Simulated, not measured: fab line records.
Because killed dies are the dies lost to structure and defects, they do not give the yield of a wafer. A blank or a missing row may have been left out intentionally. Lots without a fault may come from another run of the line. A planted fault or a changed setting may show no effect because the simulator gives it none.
Matching of chambers -- flow berkeley_cmos170 -- UCB170_V1_CMP_02 on cmp-02 has 4 sister chambers
The step polishes SiO2. 14 wafers are shown with their chamber, then 7 later ones without.

== WAFERS, EACH WITH ITS CHAMBER ==
wafer,chamber,motor_current_A (A),slurry_flow_ml_min,slurry_filter_dp_kPa (kPa)
L480.1,1,14.7,150.5,13.28
L480.4,2,18.9,149.8,13.46
L480.5,1,15.2,150.2,13.19
L483.2,3,15.3,150.1,13.30
L483.3,1,14.9,150.1,13.64
L483.5,0,15.3,149.9,13.28
L484.3,2,19.0,150.2,13.37
L484.4,0,14.6,150.0,13.56
L484.5,0,14.8,150.4,13.52
L495.3,0,14.7,149.4,13.36
L495.4,2,18.6,150.3,13.35
L495.6,1,14.9,149.4,13.54
L494.1,3,15.3,149.5,13.42
L494.4,0,15.3,150.5,13.58

SIGNATURES (means of the wafers above)
reading,chamber 0,chamber 1,chamber 2,chamber 3,scatter within a chamber
motor_current_A,14.940,14.925,18.833,15.300,0.258
slurry_flow_ml_min,150.040,150.050,150.100,149.800,0.417
slurry_filter_dp_kPa,13.4600,13.4125,13.3933,13.3600,0.148
Rule: a wafer's distance from a chamber is the root of the sum, over the readings, of the square of ((its reading less the chamber's mean) divided by the reading's scatter). If the next closest chamber is less than 2 further off than the closest, the wafer can't be placed; otherwise it belongs to the closest. How the scatter is found: for the shown wafers, subtract from each reading the mean of its chamber, square and add these, divide the total by (wafers less chambers), then take the root.

== WAFERS WITHOUT THEIR CHAMBER ==
wafer,motor_current_A (A),slurry_flow_ml_min,slurry_filter_dp_kPa (kPa)
L494.5,15.5,150.8,13.41
L499.4,19.8,149.2,13.50
L499.5,15.6,150.8,13.60
L499.6,15.8,149.4,13.67
L503.1,14.1,149.8,13.63
L503.3,15.6,150.5,13.38
L503.6,15.4,150.7,13.42

== THE CHAMBER EACH PASSED THROUGH ==
wafer,from the rows above,in truth
L494.5,can't be placed: 3 or 0 or 1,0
L499.4,2,2
L499.5,can't be placed: 3 or 0 or 1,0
L499.6,can't be placed: 3 or 0 or 1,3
L503.1,can't be placed: 0 or 1 or 3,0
L503.3,can't be placed: 3 or 0 or 1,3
L503.6,can't be placed: 3 or 0 or 1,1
Correct placement for 1 of the 7. These rows do not allow placing 6 (true chamber among the candidates in 6). 0 placed wrongly.
